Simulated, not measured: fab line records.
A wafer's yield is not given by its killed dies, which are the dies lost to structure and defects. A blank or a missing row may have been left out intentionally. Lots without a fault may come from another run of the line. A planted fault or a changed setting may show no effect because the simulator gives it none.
fab line records	flow rit_cmos
record lots=14	wafers=42	last_day=7
route steps=202 shown GATE@96 SDANNEAL@156 PSD@157 NSD@158 PLDD@159 CONTACT@176 M1@202
lots that met no fault: taken from a fault-free run of the same line
start_h: hours from the record's first day to the start of the lot's first wafer shown	wait_h: hours since the lot's step before	" the same as in the row above	L1.1+2: a single row standing in for several wafers	- either no value or no given start	* or withheld: withheld	< > ~ a bound
route shown NAME@n: NAME is a module with steps in the file, n the number in the route of the first one	usual: mean and standard deviation over wafers with no fault	same: alike in all rows	chamber/n: place in a boat	sites: per-site readings	_std_site: the values' standard deviation	_edge_site: outer sites' mean less inner sites'	radius_mm: for every site, how far away it sits from the centre of the wafer	mask NAME#n: copy n	behind: tool/chamber where the wafer was last shaped	hold: what put the lot on hold/how long, in hours/how the hold closed	device: the n, p or np transistor that did not switch	end of line: tests of these same wafers at the route's end	step lacking rows: just its recipe	killed: dies that structure and defects cost at the first sort, which is not the same as the wafer's yield	map: dies across one wafer; x = killed, . = not, _ = none there
set.NAME: setting as actually run; set.NAME@STEP: the setting as run at that earlier step	model.NAME: the simulator's own value behind a step, which no gauge read
the route's steps for a sample of lots (tables are steps, rows are wafers)
services: a tool's chamber out of use, with start hour (start_h, from the record's first day; less than 0 if before it), hours out, and reason
## steps
# step RIT_GATE_STRIP_20
# recipe chemistry=O2	time_s=180	resist=NOVOLAK	platen_temp_c=withheld	power_w=500	pressure_mtorr=4000	o2_flow_sccm=4000
# usual drypump_motor_current_A=5.8/0.44
lot.wafer	tool	chamber	start_h	wait_h	drypump_motor_current_A	rf_hours_counter_h
L851.2	plasma_asher-01	1	37.27	0.1	5.2	36
L851.3	"	0	"	"	6.2	-
L851.5	"	0	"	"	6.2	-
L852.3	plasma_asher-03	1	42.94	0.1	5.7	-
L852.5	"	0	"	"	6.1	-
L852.6	"	1	"	"	5.7	-
L854.1	plasma_asher-01	0	50.97	0.1	6.2	38
L854.4	"	1	"	"	5.2	-
L854.6	"	0	"	"	6.2	-
L855.1	plasma_asher-04	1	57.09	0.1	5.3	41
L855.4	"	0	"	"	6.3	-
L855.6	"	1	"	"	5.3	-
L858.2	plasma_asher-01	1	71.74	0.1	5.2	40
L858.5	"	0	"	"	6.2	-
L858.6	"	1	"	"	5.2	-
L859.1	plasma_asher-04	0	76.67	0.1	6.3	44
L859.3	"	1	"	"	5.3	-
L859.4	"	0	"	"	6.3	-
L860.1	plasma_asher-03	1	81.47	0.1	5.8	31
L860.3	"	1	"	"	5.7	-
L860.5	"	0	"	"	6.1	-
L862.2	plasma_asher-03	1	91.82	0.1	5.8	33
L862.3	"	0	"	"	6.1	-
L862.5	"	1	"	"	5.8	-
L863.2	plasma_asher-03	1	98.57	0.1	5.7	33
L863.3	"	0	"	"	6.1	-
L863.4	"	1	"	"	5.7	-
L865.2	plasma_asher-04	0	107.45	0.1	6.3	46
L865.3	"	1	"	"	5.3	-
L865.4	"	0	"	"	6.3	-
L864.2	plasma_asher-01	1	107.85	0.1	5.2	43
L864.3	"	0	"	"	6.2	-
L864.4	"	1	"	"	5.2	-
L867.2	plasma_asher-04	0	116.81	0.1	6.2	48
L867.3	"	1	"	"	5.3	-
L867.4	"	0	"	"	6.3	-
L871.2	plasma_asher-03	1	136.45	0.1	5.7	38
L871.3	"	0	"	"	6.1	-
L871.6	"	0	"	"	6.1	-
L873.1	plasma_asher-01	0	147.52	0.1	6.2	3
L873.2	"	1	"	"	5.2	3
L873.4	"	0	"	"	6.2	-
# step RIT_SDANNEAL_RTA_03
# recipe temp_c=1050	time_s=5	idle_temp_c=600	ramp_up_c_per_s=342	ramp_down_c_per_s=171	cool_to_c=600	ambient=N2
# usual wafer_temp_C_max=1053.5/1.1
lot.wafer	tool	chamber	start_h	wait_h	wafer_temp_C_max
L851.2	rtp_anneal-01	0	50.17	0.0	1053.9
L851.3	"	0	"	"	1051.2
L851.5	"	0	"	"	1053.5
L852.3	rtp_anneal-02	0	54.98	0.0	1053.8
L852.5	"	0	"	"	1054.7
L852.6	"	0	"	"	1054.1
L854.1	rtp_anneal-02	0	63.40	0.0	1053.2
L854.4	"	0	"	"	1054.2
L854.6	"	0	"	"	1053.1
L855.1	rtp_anneal-01	0	69.38	0.0	1052.8
L855.4	"	0	"	"	1052.5
L855.6	"	0	"	"	1053.3
L858.2	rtp_anneal-02	0	83.81	0.0	1052.0
L858.5	"	0	"	"	1052.8
L858.6	"	0	"	"	1053.7
L859.1	rtp_anneal-01	0	89.87	0.0	1053.3
L859.3	"	0	"	"	1053.4
L859.4	"	0	"	"	1054.0
L860.1	rtp_anneal-02	0	93.99	0.0	1053.3
L860.3	"	0	"	"	1052.9
L860.5	"	0	"	"	1053.6
L862.2	rtp_anneal-02	0	104.89	0.0	1054.7
L862.3	"	0	"	"	1053.4
L862.5	"	0	"	"	1053.2
L863.2	rtp_anneal-01	0	111.55	0.0	1055.2
L863.3	"	0	"	"	1056.0
L863.4	"	0	"	"	1053.3
L865.2	rtp_anneal-02	0	119.93	0.0	1054.5
L865.3	"	0	"	"	1052.5
L865.4	"	0	"	"	1054.0
L864.2	rtp_anneal-02	0	120.85	0.0	1052.9
L864.3	"	0	"	"	1052.8
L864.4	"	0	"	"	1053.7
L867.2	rtp_anneal-01	0	128.97	0.0	1052.3
L867.3	"	0	"	"	1052.5
L867.4	"	0	"	"	1054.8
L871.2	rtp_anneal-01	0	149.80	0.0	1086.5
L871.3	"	0	"	"	1085.3
L871.6	"	0	"	"	1088.0
L873.1	rtp_anneal-01	0	159.81	0.0	1086.0
L873.2	"	0	"	"	1085.5
L873.4	"	0	"	"	1086.0
# step RIT_SDANNEAL_RS_MEAS_04
# recipe thk_meas_gauge=four-point-probe
# usual PSD_RS=115.9/0.33
lot.wafer	tool	chamber	start_h	wait_h	PSD_RS[ohm/sq]
L851.2	film_metro-01	-	50.24	0.1	115.9
L851.3	"	-	"	"	116.1
L851.5	"	-	"	"	115.9
L852.3	film_metro-01	-	55.05	0.1	115.8
L852.5	"	-	"	"	115.8
L852.6	"	-	"	"	116.0
L854.1	film_metro-03	-	63.46	0.0	116.4
L854.4	"	-	"	"	116.3
L854.6	"	-	"	"	116.5
L855.1	film_metro-03	-	69.43	0.0	115.5
L855.4	"	-	"	"	115.7
L855.6	"	-	"	"	115.6
L858.2	film_metro-02	-	83.88	0.1	115.9
L858.5	"	-	"	"	116.1
L858.6	"	-	"	"	116.1
L859.1	film_metro-03	-	89.93	0.0	115.7
L859.3	"	-	"	"	115.7
L859.4	"	-	"	"	115.9
L860.1	film_metro-03	-	94.05	0.0	116.1
L860.3	"	-	"	"	116.2
L860.5	"	-	"	"	116.0
L862.2	film_metro-03	-	104.95	0.1	115.8
L862.3	"	-	"	"	115.8
L862.5	"	-	"	"	116.1
L863.2	film_metro-03	-	111.62	0.1	116.0
L863.3	"	-	"	"	115.8
L863.4	"	-	"	"	115.9
L865.2	film_metro-01	-	120.00	0.1	115.9
L865.3	"	-	"	"	115.9
L865.4	"	-	"	"	116.0
L864.2	film_metro-02	-	120.92	0.1	116.0
L864.3	"	-	"	"	116.3
L864.4	"	-	"	"	115.9
L867.2	film_metro-02	-	129.04	0.1	115.7
L867.3	"	-	"	"	115.5
L867.4	"	-	"	"	115.9
L871.2	film_metro-02	-	149.87	0.1	94.0
L871.3	"	-	"	"	94.3
L871.6	"	-	"	"	94.3
L873.1	film_metro-03	-	159.87	0.0	93.8
L873.2	"	-	"	"	93.9
L873.4	"	-	"	"	94.1
# step RIT_SDANNEAL_RS_MEAS_05
# recipe thk_meas_gauge=four-point-probe
# usual NSD_RS=84.54/0.28
lot.wafer	tool	chamber	start_h	wait_h	NSD_RS[ohm/sq]
L851.2	film_metro-01	-	50.36	0.1	85.22
L851.3	"	-	"	"	85.21
L851.5	"	-	"	"	85.25
L852.3	film_metro-01	-	55.17	0.1	84.57
L852.5	"	-	"	"	84.56
L852.6	"	-	"	"	84.81
L854.1	film_metro-03	-	63.58	0.1	84.75
L854.4	"	-	"	"	84.55
L854.6	"	-	"	"	84.34
L855.1	film_metro-03	-	69.55	0.1	84.53
L855.4	"	-	"	"	84.22
L855.6	"	-	"	"	84.68
L858.2	film_metro-02	-	84.00	0.1	84.36
L858.5	"	-	"	"	84.80
L858.6	"	-	"	"	84.53
L859.1	film_metro-03	-	90.05	0.1	84.09
L859.3	"	-	"	"	84.21
L859.4	"	-	"	"	84.37
L860.1	film_metro-03	-	94.17	0.1	84.45
L860.3	"	-	"	"	85.01
L860.5	"	-	"	"	84.34
L862.2	film_metro-03	-	105.07	0.1	84.52
L862.3	"	-	"	"	84.57
L862.5	"	-	"	"	84.91
L863.2	film_metro-03	-	111.74	0.1	84.87
L863.3	"	-	"	"	84.79
L863.4	"	-	"	"	84.75
L865.2	film_metro-01	-	120.12	0.1	85.12
L865.3	"	-	"	"	84.61
L865.4	"	-	"	"	84.99
L864.2	film_metro-02	-	121.04	0.1	84.44
L864.3	"	-	"	"	84.19
L864.4	"	-	"	"	84.24
L867.2	film_metro-02	-	129.16	0.1	84.05
L867.3	"	-	"	"	84.26
L867.4	"	-	"	"	84.74
L871.2	film_metro-02	-	149.99	0.1	83.31
L871.3	"	-	"	"	82.94
L871.6	"	-	"	"	82.84
L873.1	film_metro-03	-	159.99	0.1	83.56
L873.2	"	-	"	"	83.42
L873.4	"	-	"	"	83.66
# step RIT_SDANNEAL_RS_MEAS_06
# recipe thk_meas_gauge=four-point-probe
# usual PLDD_RS=179.7/0.51
lot.wafer	tool	chamber	start_h	wait_h	PLDD_RS[ohm/sq]
L851.2	film_metro-01	-	50.48	0.1	179.4
L851.3	"	-	"	"	179.8
L851.5	"	-	"	"	179.3
L852.3	film_metro-01	-	55.29	0.1	180.2
L852.5	"	-	"	"	179.5
L852.6	"	-	"	"	179.8
L854.1	film_metro-03	-	63.70	0.1	180.9
L854.4	"	-	"	"	180.1
L854.6	"	-	"	"	180.0
L855.1	film_metro-03	-	69.67	0.1	179.5
L855.4	"	-	"	"	179.6
L855.6	"	-	"	"	179.2
L858.2	film_metro-02	-	84.12	0.1	179.0
L858.5	"	-	"	"	178.8
L858.6	"	-	"	"	179.0
L859.1	film_metro-03	-	90.17	0.1	179.3
L859.3	"	-	"	"	179.6
L859.4	"	-	"	"	180.7
L860.1	film_metro-03	-	94.29	0.1	179.8
L860.3	"	-	"	"	180.3
L860.5	"	-	"	"	179.9
L862.2	film_metro-03	-	105.19	0.1	179.5
L862.3	"	-	"	"	179.9
L862.5	"	-	"	"	179.8
L863.2	film_metro-03	-	111.86	0.1	179.9
L863.3	"	-	"	"	179.8
L863.4	"	-	"	"	179.7
L865.2	film_metro-01	-	120.24	0.1	180.0
L865.3	"	-	"	"	179.8
L865.4	"	-	"	"	179.6
L864.2	film_metro-02	-	121.16	0.1	179.2
L864.3	"	-	"	"	179.9
L864.4	"	-	"	"	178.9
L867.2	film_metro-02	-	129.28	0.1	179.2
L867.3	"	-	"	"	180.2
L867.4	"	-	"	"	179.7
L871.2	film_metro-02	-	150.11	0.1	160.4
L871.3	"	-	"	"	160.4
L871.6	"	-	"	"	160.3
L873.1	film_metro-03	-	160.11	0.1	160.4
L873.2	"	-	"	"	160.5
L873.4	"	-	"	"	160.8
# step RIT_CONTACT_CD_MEAS_08
# recipe target_cd_nm=1000
# usual cd_nm=1000.6/2
lot.wafer	tool	chamber	start_h	wait_h	cd_nm
L851.2	cd_sem-01	-	52.44	-	999.3
L851.3	"	-	"	"	1000.7
L851.5	"	-	"	"	1002.0
L852.3	cd_sem-02	-	57.13	-	1000.3
L852.5	"	-	"	"	1000.6
L852.6	"	-	"	"	1001.0
L854.1	cd_sem-02	-	65.66	-	997.2
L854.4	"	-	"	"	996.7
L854.6	"	-	"	"	996.2
L855.1	cd_sem-02	-	71.65	-	999.6
L855.4	"	-	"	"	996.5
L855.6	"	-	"	"	999.1
L858.2	cd_sem-01	-	86.09	-	1004.3
L858.5	"	-	"	"	1005.7
L858.6	"	-	"	"	1003.7
L859.1	cd_sem-01	-	92.13	-	1002.5
L859.3	"	-	"	"	1000.1
L859.4	"	-	"	"	1000.1
L860.1	cd_sem-02	-	96.16	-	999.2
L860.3	"	-	"	"	995.4
L860.5	"	-	"	"	998.2
L862.2	cd_sem-02	-	107.33	-	1000.7
L862.3	"	-	"	"	1000.6
L862.5	"	-	"	"	1000.8
L863.2	cd_sem-02	-	113.69	-	1001.1
L863.3	"	-	"	"	1000.5
L863.4	"	-	"	"	1000.5
L865.2	cd_sem-02	-	122.23	-	999.2
L865.3	"	-	"	"	998.3
L865.4	"	-	"	"	999.2
L864.2	cd_sem-02	-	123.03	-	1001.3
L864.3	"	-	"	"	1001.2
L864.4	"	-	"	"	1000.7
L867.2	cd_sem-02	-	131.12	-	999.2
L867.3	"	-	"	"	996.9
L867.4	"	-	"	"	999.1
L871.2	cd_sem-01	-	152.19	-	999.7
L871.3	"	-	"	"	1001.1
L871.6	"	-	"	"	999.6
L873.1	cd_sem-02	-	161.94	-	999.9
L873.2	"	-	"	"	997.3
L873.4	"	-	"	"	1000.4
# step RIT_CONTACT_ETCH_11
# recipe target_depth_a=4800	over_etch_frac=0.2	stop_on=TiSi2	chemistry=CHF3/CF4/Ar	target=SiO2	CHF3_flow_sccm=50	cf4_flow_sccm=10	Ar_flow_sccm=100	O2_flow_sccm=5	pressure_mtorr=100	rf_w=200	time_s=320
# usual drypump_motor_current_A=5.91/0.26	oes_product_au=0.992/0.012	throttle_valve_pct=8.84/0.12
lot.wafer	tool	chamber	start_h	wait_h	drypump_motor_current_A	oes_product_au	rf_hours_counter_h	throttle_valve_pct
L851.2	rie_diel-01	1	52.73	0.1	6.24	0.975	4	8.72
L851.3	"	2	"	"	5.82	0.985	7	8.94
L851.5	"	2	"	"	5.85	0.989	-	8.94
L852.3	rie_diel-03	3	57.39	0.1	5.75	0.998	6	8.70
L852.5	"	3	"	"	5.75	0.992	-	8.70
L852.6	"	0	"	"	6.29	0.981	-	8.89
L854.1	rie_diel-01	1	65.96	0.1	6.24	0.973	4	8.72
L854.4	"	0	"	"	6.23	1.008	26	8.76
L854.6	"	3	"	"	5.77	0.991	-	8.89
L855.1	rie_diel-01	3	71.96	0.1	5.83	0.983	67	8.89
L855.4	"	1	"	"	6.25	0.972	4	8.73
L855.6	"	2	"	"	5.81	0.994	-	8.94
L858.2	rie_diel-03	2	86.37	0.1	6.31	0.980	106	8.54
L858.5	"	1	"	"	5.71	0.995	-	9.07
L858.6	"	0	"	"	6.31	0.980	-	8.89
L859.1	rie_diel-01	3	92.43	0.1	5.79	0.987	67	8.90
L859.3	"	2	"	"	5.84	0.985	8	8.94
L859.4	"	0	"	"	6.24	1.019	27	8.76
L860.1	rie_diel-04	2	96.47	0.1	6.04	1.004	0	8.85
L860.3	"	1	"	"	5.94	0.985	3	8.92
L860.5	"	0	"	"	5.55	0.999	-	8.82
L862.2	rie_diel-01	2	107.62	0.1	5.86	0.984	8	8.94
L862.3	"	0	"	"	6.23	1.014	27	8.76
L862.5	"	1	"	"	6.23	0.977	-	8.70
L863.2	rie_diel-03	3	113.98	0.1	5.74	0.998	7	8.70
L863.3	"	0	"	"	6.32	0.975	48	8.87
L863.4	"	1	"	"	5.73	0.993	39	9.08
L865.2	rie_diel-01	0	122.61	0.1	6.24	1.011	27	8.75
L865.3	"	1	"	"	6.23	0.972	5	8.72
L865.4	"	2	"	"	5.86	0.992	8	8.95
L864.2	rie_diel-03	0	123.32	0.1	6.27	0.986	48	8.86
L864.3	"	2	"	"	6.26	0.979	107	8.54
L864.4	"	1	"	"	5.75	0.994	39	9.08
L867.2	rie_diel-04	3	131.40	0.1	5.58	0.993	9	8.85
L867.3	"	1	"	"	5.96	0.982	4	8.91
L867.4	"	0	"	"	5.53	1.003	84	8.81
L871.2	rie_diel-04	1	152.47	0.1	5.94	0.988	5	8.89
L871.3	"	0	"	"	5.52	1.003	85	8.81
L871.6	"	3	"	"	5.57	0.991	-	8.80
L873.1	rie_diel-04	3	162.25	0.1	5.60	0.995	9	8.81
L873.2	"	0	"	"	5.55	1.003	85	8.79
L873.4	"	2	"	"	6.00	1.008	2	8.84
# step RIT_M1_PROBE_99
# usual killed_at_M0_to_M3=0.0/0.14	killed_at_contacts=0.1/0.29	killed_at_front_end=6.3/2.8	killed_dies=6.4/2.8	killed_on_rim=1.8/1.4	killed_open=3.3/1.7	killed_short=3.1/1.9
# same gross_dies=264	killed_at_M4_up=0	killed_at_back_side=0	killed_at_other=0
lot.wafer	tool	chamber	start_h	wait_h	killed_at_M0_to_M3	killed_at_contacts	killed_at_front_end	killed_dies	killed_on_rim	killed_open	killed_short
L851.2	prober-01	-	57.86	0.1	0	0	9	9	2	3	6
L851.3	prober-01	-	57.91	0.2	0	0	2	2	0	1	1
L851.5	prober-01	-	58.01	0.2	0	0	9	9	5	5	4
L852.3	prober-02	-	63.54	0.2	0	0	4	4	1	3	1
L852.5	prober-02	-	63.64	0.2	0	0	7	7	2	3	4
L852.6	prober-02	-	63.69	0.2	0	0	5	5	0	2	3
L854.1	prober-02	-	70.97	0.1	0	0	10	10	3	4	6
L854.4	prober-02	-	71.12	0.2	0	0	5	5	0	2	3
L854.6	prober-02	-	71.22	0.2	0	0	8	8	3	5	3
L855.1	prober-01	-	76.98	0.1	0	0	8	8	2	7	1
L855.4	prober-01	-	77.13	0.2	0	0	9	9	6	3	6
L855.6	prober-01	-	77.23	0.2	0	1	5	6	0	3	3
L858.2	prober-02	-	91.42	0.1	0	0	4	4	1	2	2
L858.5	prober-02	-	91.57	0.2	0	0	3	3	0	2	1
L858.6	prober-02	-	91.62	0.2	0	0	11	11	2	7	4
L859.1	prober-01	-	97.41	0.1	0	0	7	7	2	3	4
L859.3	prober-01	-	97.51	0.2	0	0	3	3	1	2	1
L859.4	prober-01	-	97.56	0.2	0	0	4	4	1	2	2
L860.1	prober-02	-	103.04	0.1	0	0	7	7	2	6	1
L860.3	prober-02	-	103.14	0.2	0	0	6	6	2	1	5
L860.5	prober-02	-	103.24	0.2	0	0	9	9	1	6	3
L862.2	prober-02	-	112.75	0.1	0	0	5	5	0	5	0
L862.3	prober-02	-	112.80	0.2	0	1	10	11	1	4	6
L862.5	prober-02	-	112.90	0.2	0	1	3	4	0	3	0
L863.2	prober-01	-	119.26	0.1	0	0	6	6	2	2	4
L863.3	prober-01	-	119.31	0.2	0	0	6	6	1	3	3
L863.4	prober-01	-	119.36	0.2	0	0	5	5	0	2	3
L865.2	prober-02	-	128.72	0.1	0	0	10	10	3	4	6
L865.3	prober-02	-	128.77	0.2	1	0	4	5	2	2	3
L865.4	prober-02	-	128.82	0.2	0	0	9	9	2	4	5
L864.2	prober-01	-	128.73	0.1	0	0	8	8	5	2	6
L864.3	prober-01	-	128.78	0.2	0	0	6	6	3	3	3
L864.4	prober-01	-	128.83	0.2	0	0	6	6	1	3	3
L867.2	prober-01	-	136.54	0.1	0	0	7	7	5	4	3
L867.3	prober-01	-	136.59	0.2	0	0	6	6	1	3	3
L867.4	prober-01	-	136.64	0.2	0	0	5	5	1	4	1
L871.2	prober-01	-	157.52	0.1	0	1	8	9	5	6	3
L871.3	prober-01	-	157.57	0.2	0	0	4	4	3	1	3
L871.6	prober-01	-	157.72	0.2	0	0	8	8	0	5	2
L873.1	prober-01	-	167.12	0.1	0	0	5	5	0	2	3
L873.2	prober-01	-	167.17	0.1	0	0	4	4	1	2	2
L873.4	prober-01	-	167.27	0.2	0	0	4	4	1	2	2
# killed by level:class
L851.2 FOX2:geometric_particle:short=2 SPACER:geometric_particle:short=2 SILICIDE:geometric_particle:open=2 ACTIVE:geometric_particle:short=1 GATE:geometric_particle:short=1 SPACER:geometric_particle:open=1
L851.3 REOX:geometric_particle:short=1 SPACER:geometric_particle:open=1
L851.5 FOX2:geometric_particle:open=2 GATE:geometric_particle:short=2 GATE:geometric_particle:open=1 REOX:geometric_particle:short=1 REOX:geometric_particle:open=1 SPACER:geometric_particle:short=1 SILICIDE:geometric_particle:open=1
L852.3 GATE:geometric_particle:open=2 SPACER:geometric_particle:short=1 SPACER:geometric_particle:open=1
L852.5 GATE:geometric_particle:open=2 GATE:geometric_particle:short=2 REOX:geometric_particle:open=1 REOX:geometric_particle:short=1 SILICIDE:geometric_particle:short=1
L852.6 GATE:geometric_particle:short=2 FOX2:geometric_particle:short=1 GATE:geometric_particle:open=1 SPACER:geometric_particle:open=1
L854.1 GATE:geometric_particle:short=4 GATE:geometric_particle:open=4 REOX:geometric_particle:short=1 SPACER:geometric_particle:short=1
L854.4 GATE:geometric_particle:short=2 GATE:geometric_particle:open=1 SPACER:geometric_particle:open=1 SILICIDE:geometric_particle:short=1
L854.6 FOX1:geometric_particle:open=2 SILICIDE:geometric_particle:open=2 FOX1:geometric_particle:short=1 GATE:geometric_particle:open=1 GATE:geometric_particle:short=1 SPACER:geometric_particle:short=1
L855.1 FOX1:geometric_particle:open=3 SPACER:geometric_particle:open=2 GATE:geometric_particle:open=1 SPACER:geometric_particle:short=1 SILICIDE:geometric_particle:open=1
L855.4 FOX1:geometric_particle:short=2 REOX:geometric_particle:open=2 SPACER:geometric_particle:short=2 GATE:geometric_particle:open=1 GATE:geometric_particle:short=1 REOX:geometric_particle:short=1
L855.6 SPACER:geometric_particle:short=2 GATE:geometric_particle:short=1 REOX:geometric_particle:open=1 SILICIDE:geometric_particle:open=1 CONTACT:geometric_particle:open=1
L858.2 SILICIDE:geometric_particle:open=2 FOX2:geometric_particle:short=1 SPACER:geometric_particle:short=1
L858.5 FOX1:geometric_particle:short=1 FOX1:geometric_particle:open=1 GATE:geometric_particle:open=1
L858.6 GATE:geometric_particle:open=3 FOX2:geometric_particle:short=2 GATE:geometric_particle:short=2 FOX1:geometric_particle:open=1 FOX2:geometric_particle:open=1 SPACER:geometric_particle:open=1 SILICIDE:geometric_particle:open=1
L859.1 GATE:geometric_particle:short=2 SILICIDE:geometric_particle:short=2 FOX1:geometric_particle:open=1 GATE:geometric_particle:open=1 SILICIDE:geometric_particle:open=1
L859.3 FOX1:geometric_particle:open=1 GATE:geometric_particle:short=1 GATE:geometric_particle:open=1
L859.4 FOX1:geometric_particle:short=1 FOX1:geometric_particle:open=1 GATE:geometric_particle:short=1 GATE:geometric_particle:open=1
L860.1 SPACER:geometric_particle:open=4 FOX2:geometric_particle:open=1 SPACER:geometric_particle:short=1 STARTING-WAFER:geometric_particle:open=1
L860.3 SPACER:geometric_particle:short=2 GATE:geometric_particle:short=1 REOX:geometric_particle:short=1 REOX:geometric_particle:open=1 SILICIDE:geometric_particle:short=1
L860.5 GATE:geometric_particle:open=3 GATE:geometric_particle:short=2 SPACER:geometric_particle:open=2 REOX:geometric_particle:short=1 REOX:geometric_particle:open=1
L862.2 REOX:geometric_particle:open=3 FOX2:geometric_particle:open=1 GATE:geometric_particle:open=1
L862.3 GATE:geometric_particle:open=2 GATE:geometric_particle:short=2 REOX:geometric_particle:short=2 FOX1:geometric_particle:open=1 FOX1:geometric_particle:short=1 FOX2:geometric_particle:open=1 SPACER:geometric_particle:short=1 CONTACT:coat_microbubble_printed=1
L862.5 REOX:geometric_particle:open=2 SPACER:geometric_particle:open=1 CONTACT:coat_microbubble_printed=1
L863.2 GATE:geometric_particle:short=2 REOX:geometric_particle:short=1 SPACER:geometric_particle:open=1 SILICIDE:geometric_particle:short=1 SILICIDE:geometric_particle:open=1
L863.3 GATE:geometric_particle:open=2 FOX1:geometric_particle:short=1 FOX1:geometric_particle:open=1 GATE:geometric_particle:short=1 SPACER:geometric_particle:short=1
L863.4 FOX1:geometric_particle:open=1 FOX2:geometric_particle:open=1 GATE:geometric_particle:short=1 REOX:geometric_particle:short=1 SILICIDE:geometric_particle:short=1
L865.2 FOX1:geometric_particle:short=3 GATE:geometric_particle:open=2 FOX1:geometric_particle:open=1 GATE:geometric_particle:short=1 REOX:geometric_particle:short=1 SPACER:geometric_particle:open=1 SILICIDE:geometric_particle:short=1
L864.2 REOX:geometric_particle:short=3 FOX1:geometric_particle:short=1 FOX1:geometric_particle:open=1 GATE:geometric_particle:short=1 SPACER:geometric_particle:short=1 SILICIDE:geometric_particle:open=1
L865.3 FOX1:geometric_particle:short=1 FOX2:geometric_particle:open=1 FOX2:geometric_particle:short=1 GATE:geometric_particle:open=1 M1:geometric_particle:short=1
L864.3 REOX:geometric_particle:short=2 REOX:geometric_particle:open=1 SPACER:geometric_particle:open=1 SPACER:geometric_particle:short=1 SILICIDE:geometric_particle:open=1
L865.4 FOX1:geometric_particle:short=2 FOX1:geometric_particle:open=2 GATE:geometric_particle:short=2 FOX2:geometric_particle:short=1 GATE:geometric_particle:open=1 SPACER:geometric_particle:open=1
L864.4 GATE:geometric_particle:open=3 SPACER:geometric_particle:short=2 SILICIDE:geometric_particle:short=1
L867.2 GATE:geometric_particle:short=3 GATE:geometric_particle:open=2 SILICIDE:geometric_particle:open=2
L867.3 GATE:geometric_particle:short=1 GATE:geometric_particle:open=1 REOX:geometric_particle:open=1 REOX:geometric_particle:short=1 SPACER:geometric_particle:open=1 SILICIDE:geometric_particle:short=1
L867.4 REOX:geometric_particle:open=2 GATE:geometric_particle:short=1 GATE:geometric_particle:open=1 SILICIDE:geometric_particle:open=1
L871.2 GATE:geometric_particle:open=2 REOX:geometric_particle:short=2 FOX1:geometric_particle:short=1 REOX:geometric_particle:open=1 SPACER:geometric_particle:open=1 SILICIDE:geometric_particle:open=1 CONTACT:geometric_particle:open=1
L871.3 REOX:geometric_particle:short=2 FOX1:geometric_particle:open=1 SILICIDE:geometric_particle:short=1
L871.6 FOX2:geometric_particle:short=2 FOX2:geometric_particle:open=2 NSD:coat_microbubble_printed=1 FOX1:geometric_particle:open=1 GATE:geometric_particle:open=1 SILICIDE:geometric_particle:open=1
L873.1 GATE:geometric_particle:short=2 FOX1:geometric_particle:open=1 REOX:geometric_particle:open=1 SPACER:geometric_particle:short=1
L873.2 FOX2:geometric_particle:open=2 FOX1:geometric_particle:short=1 SPACER:geometric_particle:short=1
L873.4 FOX1:geometric_particle:open=1 FOX1:geometric_particle:short=1 REOX:geometric_particle:short=1 SPACER:geometric_particle:open=1
## services
tool	chamber	start_h	hours	kind
rie_diel-04	2	24.74	2.5	repair
rie_diel-03	2	24.80	7.3	repair
plasma_asher-04	-	40.20	13.1	repair
rie_diel-04	2	71.33	-	clean
rie_diel-04	2	71.33	14.6	scheduled_down
rie_diel-04	2	71.33	14.6	vent_cycle
plasma_asher-03	-	71.77	2.8	pm
rie_diel-04	3	77.90	5.4	repair
plasma_asher-04	-	83.19	3.2	repair
rie_diel-03	-	105.71	4.3	pm
plasma_asher-01	-	108.75	9.0	pm
plasma_asher-01	0	108.75	9.0	vent_cycle
plasma_asher-01	1	108.75	9.0	vent_cycle
plasma_asher-01	0	117.75	-	clean
plasma_asher-01	1	117.75	-	clean
plasma_asher-04	-	139.44	1.2	repair
## key
first_sign step=RIT_SDANNEAL_RTA_03	reading=wafer_temp_C_max	direction=up	sigmas=31	usual=*	struck=*
effect step=RIT_SDANNEAL_RS_MEAS_04	reading=PSD_RS	direction=down	sigmas=66	usual=115.9	struck=94.1
effect step=RIT_SDANNEAL_RS_MEAS_05	reading=NSD_RS	direction=down	sigmas=4.5	usual=84.54	struck=83.29
effect step=RIT_SDANNEAL_RS_MEAS_06	reading=PLDD_RS	direction=down	sigmas=38	usual=179.7	struck=160.5
met_at RIT_SDANNEAL_RTA_03
struck_lots L871,L873
tester_left_out L871,L873
not_acting_at RIT_GATE_STRIP_20,RIT_CONTACT_CD_MEAS_08,RIT_CONTACT_ETCH_11
onset_between 128.97 149.80
fault kind=process_parameter_drift	tool=rtp_anneal-01	chamber=-	onset_h=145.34	steps=RIT_SDANNEAL_RTA_03	channel=temp_c	offset=*	shape=step	end_h=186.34	acts_in=*	stated=*
# tester_left_out: of these lots the tester's yield and bins aren't shown, on N5 and GAA mostly nor the transistor test; their killed dies are dies lost to structure and defects alone, not to doping, threshold or leakage, so they don't give the yield
